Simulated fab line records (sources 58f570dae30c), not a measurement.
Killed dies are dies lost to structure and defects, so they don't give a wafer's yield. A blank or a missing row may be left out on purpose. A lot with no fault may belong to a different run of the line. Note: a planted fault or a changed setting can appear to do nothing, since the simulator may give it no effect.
What tool caused it? + flow berkeley cmos170 + Sampling: 7 lots, 21 wafers, 5 of 331 route steps

## WHAT EACH GAUGE READ, for each wafer
UCB170_NSD_TW_MEAS_10.
| lot  | measured     | on            | NSD_TW         |
|------|--------------|---------------|----------------|
| L612 | day 7 03:07  | film metro-02 | 4213 4199 4226 |
| L617 | day 7 21:31  | film metro-02 | 4217 4199 4175 |
| L616 | day 7 22:02  | film metro-03 | 4277 4289 4277 |
| L620 | day 8 08:51  | film metro-03 | 4278 4273 4281 |
| L624 | day 9 09:22  | film metro-01 | 4436 4473 4439 |
| L626 | day 9 16:08  | film metro-01 | 4214 4241 4226 |
| L633 | day 11 00:41 | film metro-03 | 4320 4293 4281 |

## WHICH TOOL RAN EACH LOT (tool, then ch and the chambers of the sampled wafers, then the start)
| lot  | UCB170_PLDD_STRIP_10                 | UCB170_NLDD_STRIP_10                 | UCB170_NSD_IMPLANT_08           | UCB170_NSD_STRIP_09                  |
|------|--------------------------------------|--------------------------------------|---------------------------------|--------------------------------------|
| L612 | plasma asher-03 ch 0,1, day 6 14:01  | plasma asher-03 ch 0,1, day 6 17:54  | implanter-01 ch 0, day 7 02:53  | plasma asher-02 ch 0,1, day 7 03:00  |
| L617 | plasma asher-01 ch 0,1, day 7 08:48  | plasma asher-03 ch 0,1, day 7 12:36  | implanter-03 ch 0, day 7 21:17  | plasma asher-04 ch 0,1, day 7 21:25  |
| L616 | plasma asher-01 ch 0,1, day 7 09:14  | plasma asher-02 ch 0,1, day 7 13:19  | implanter-01 ch 0, day 7 21:50  | plasma asher-01 ch 0,1, day 7 21:56  |
| L620 | plasma asher-01 ch 0,1, day 7 22:23  | plasma asher-04 ch 0,1, day 8 00:53  | implanter-03 ch 0, day 8 08:38  | plasma asher-02 ch 0,1, day 8 08:46  |
| L624 | plasma asher-04 ch 0,1, day 8 20:02  | plasma asher-03 ch 0,1, day 8 22:07  | implanter-03 ch 0, day 9 09:08  | plasma asher-01 ch 0,1, day 9 09:17  |
| L626 | plasma asher-01 ch 0,1, day 9 07:20  | plasma asher-04 ch 0, day 9 09:23    | implanter-01 ch 0, day 9 15:54  | plasma asher-02 ch 0,1, day 9 16:03  |
| L633 | plasma asher-01 ch 0,1, day 10 14:44 | plasma asher-04 ch 0,1, day 10 16:30 | implanter-01 ch 0, day 11 00:28 | plasma asher-02 ch 0,1, day 11 00:35 |
- UCB170_PLDD_STRIP_10: strips in O2.
- UCB170_NLDD_STRIP_10: strips in O2.
- UCB170_NSD_IMPLANT_08
- UCB170_NSD_STRIP_09: strips in O2.

## THE ANSWER, worked out from the rows above alone
Rule: the lots themselves supply what counts as usual. Put in order of their means at a reading, lots are off if they are a third of the lots or fewer, leave a main group of 4 or more, and stand apart from it by a gap of 3 or more times the standard deviation of the main group's means; of several such gaps the widest counts. Not used: any main group whose means are identical at the precision the tables above print for the reading. A lot without any number at a reading at which 4 lots or more have one is off too. Any other lot the step has rows for is counted as sound.
Off: L624, seen at UCB170_NSD_TW_MEAS_10 (NSD_TW). For the main group the mean is 4249 and the standard deviation 38.
If a tool, at a process step before that reading, ran all the lots that are off and no sound lot after the first of them, it fits. The gauges at UCB170_NSD_TW_MEAS_10 are tried like those tools. Can't be told from this: 4 tools fit, plasma asher-04 at UCB170_PLDD_STRIP_10, plasma asher-03 at UCB170_NLDD_STRIP_10, implanter-03 at UCB170_NSD_IMPLANT_08, plasma asher-01 at UCB170_NSD_STRIP_09.

## WHAT HAD BEEN PUT IN BY THE SIMULATOR
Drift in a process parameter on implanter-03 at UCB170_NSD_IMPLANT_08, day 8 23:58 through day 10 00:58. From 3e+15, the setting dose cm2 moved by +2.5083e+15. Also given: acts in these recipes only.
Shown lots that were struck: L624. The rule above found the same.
